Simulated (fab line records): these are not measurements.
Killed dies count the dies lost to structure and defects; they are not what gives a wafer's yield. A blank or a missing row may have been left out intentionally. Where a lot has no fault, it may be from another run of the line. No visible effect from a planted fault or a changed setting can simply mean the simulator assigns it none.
Matching of chambers	flow berkeley cmos170	UCB170_V1_CMP_02 on cmp-01: 4 sister chambers
The step polishes SiO2. 18 wafers are shown with their chamber, then 9 later ones without.

== EACH WAFER AND ITS CHAMBER ==
wafer	chamber	motor current A (A)	edge zone pressure frac	slurry flow ml min
L574.4	1	16.8	0.997	149.3
L574.5	3	18.0	0.996	149.6
L574.6	2	17.5	0.997	149.2
L572.3	1	17.7	0.995	150.0
L572.5	3	18.5	1.003	149.7
L572.6	2	17.4	1.002	149.9
L576.1	2	16.5	0.998	150.0
L576.2	3	18.8	1.000	150.3
L576.5	0	14.8	0.990	150.1
L580.4	0	14.8	0.992	150.0
L580.5	3	18.3	0.999	149.4
L580.6	2	16.7	1.000	151.0
L581.2	0	14.7	1.002	150.7
L581.4	3	17.1	0.994	149.5
L581.5	2	17.0	0.996	149.2
L587.4	1	16.9	1.003	150.1
L587.5	2	17.3	0.999	149.6
L587.6	3	17.5	1.007	150.4

SIGNATURES (averages over the wafers above)
reading	chamber 0	chamber 1	chamber 2	chamber 3	scatter within a chamber
motor current A	14.767	17.133	17.067	18.033	0.488
edge zone pressure frac	0.99467	0.99833	0.99867	0.99983	0.00424
slurry flow ml min	150.267	149.800	149.817	149.817	0.523
Rule: for each reading, subtract the chamber's mean from the wafer's reading, divide by that reading's scatter and square the result; add these up over the readings and take the root, which gives the wafer's distance from the chamber. The wafer belongs to the nearest chamber; if the next one is less than 2 further off, it can't be placed. The scatter is the square root of a quotient: the sum, over the shown wafers, of each reading's squared deviation from its chamber's mean, divided by wafers minus chambers.

== WAFERS MISSING THEIR CHAMBER ==
wafer	motor current A (A)	edge zone pressure frac	slurry flow ml min
L589.2	17.8	1.001	150.1
L589.3	14.9	1.006	149.2
L589.5	18.0	1.000	149.4
L588.3	17.4	1.008	149.7
L588.5	16.3	0.998	149.9
L588.6	17.2	1.003	149.8
L593.1	16.6	1.007	150.1
L593.5	15.2	1.003	149.5
L593.6	17.6	1.001	150.6

== WHICH CHAMBER EACH ONE RAN IN ==
wafer	from the rows above	in truth
L589.2	can't be placed: 3 or 1 or 2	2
L589.3	can't be placed: 0 or 2 or 1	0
L589.5	can't be placed: 3 or 1 or 2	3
L588.3	can't be placed: 2 or 3 or 1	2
L588.5	can't be placed: 2 or 1 or 0 or 3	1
L588.6	can't be placed: 2 or 1 or 3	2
L593.1	can't be placed: 2 or 1 or 3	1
L593.5	can't be placed: 0 or 2 or 1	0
L593.6	can't be placed: 3 or 1 or 2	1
Correctly placed: 0 of 9. From these rows, 9 cannot be placed; in 9 the true chamber is one of the candidates. Placed wrongly: 0.
